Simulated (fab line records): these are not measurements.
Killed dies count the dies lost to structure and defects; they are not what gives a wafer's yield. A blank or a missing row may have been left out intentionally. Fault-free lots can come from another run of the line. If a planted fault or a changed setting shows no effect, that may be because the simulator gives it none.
Problem report, 8D (eight disciplines) form, completed by code / flow berkeley-cmos170 / the parts of the form that need people (team, actions taken, sign-off) are left out

== 1. PROBLEM STATEMENT ==
Wafers with no fault read 1.007 a.u. with a standard deviation of 0.017, whereas oes-product-au at UCB170_M3_ETCH_17 reads a mean of 0.712 a.u. on 1 wafer of 1 lot. That puts it -17 standard deviations away from the usual mean.
The step: etches BARC in N2/H2.
First observed at day 12 14:07: wafer L409.2, on rie-diel-01. The record holds 15 wafers of 5 lots with a number at this step. Rule for "out" (also "out of limits"): further than 4 standard deviations from the usual mean. Any other wafer with a number is counted as sound.

== 2. WHAT IT IS; WHAT IT IS NOT ==
question=which readings at this step | is=oes-product-au | is not=drypump-motor-current-A, throttle-valve-pct
question=which lots | is=L409 | is not=L402, L405, L412, L414
question=which wafers of those lots | is=L409.2 | is not=L409.3, L409.5
question=read on which tools | is=rie-diel-01 | is not=rie-diel-03, rie-diel-04
question=when | is=from day 12 14:07 | is not=up to then (8 sound wafers); but 6 sound wafers of L412, L414 came after

== 3. THE SUSPECTS, EACH WITH WHAT RULES IT OUT ==
Counting: if a tool at a process step up to the reading ran every lot that is out, it stays a suspect. Sound lots after the first of them don't rule it out here, since some wafers of a struck lot are sound.
- plasma-asher-04 at UCB170_M3_STRIP_07 (strips in O2): kept. It ran the lot that is out, L409 (day 12 11:04).
- rie-diel-01 at UCB170_M3_ETCH_17 (etches BARC in N2/H2): kept. The lot that is out, L409, ran on it at day 12 14:07; the last sound lot it ran before that was L405, at day 11 19:39. On those wafers its own readings are out: oes-product-au.
- At UCB170_M3_ETCH_17 on rie-diel-01, chamber 1 took the sound wafers of the same lots and chamber 2 took the wafers that are out.
What counting leaves: plasma-asher-04 at UCB170_M3_STRIP_07 and rie-diel-01 at UCB170_M3_ETCH_17.

== 4. THE CAUSE (what the simulator had put in) ==
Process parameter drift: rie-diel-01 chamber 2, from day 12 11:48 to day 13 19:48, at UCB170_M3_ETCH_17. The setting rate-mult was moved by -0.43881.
Of the 2 suspects that counting leaves, this tool is one.

== 5. SEQUENCE OF EFFECTS, ordered by route ==
Rows list readings where the struck wafers' mean (over those with a number) sits beyond 3 standard deviations from the usual. Scope: only readings with a usual standard deviation given in the record; hours: median across lots of the time from each lot's start at the first step in this table that gives one to its start at this step; sigmas: change in usual standard deviations.
hours=0; step=UCB170_M3_ETCH_17; reading=oes-product-au; usual=1.007 a.u.; on struck wafers=0.712; change=-0.295; sigmas=-17
The process steps in it:
- UCB170_M3_ETCH_17: etches BARC in N2/H2.

== 6. HOW IT WOULD HAVE BEEN CAUGHT EARLIER ==
First out-of-limits reading in this record: day 12 14:07, which is 2 hours after fault onset at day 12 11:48.
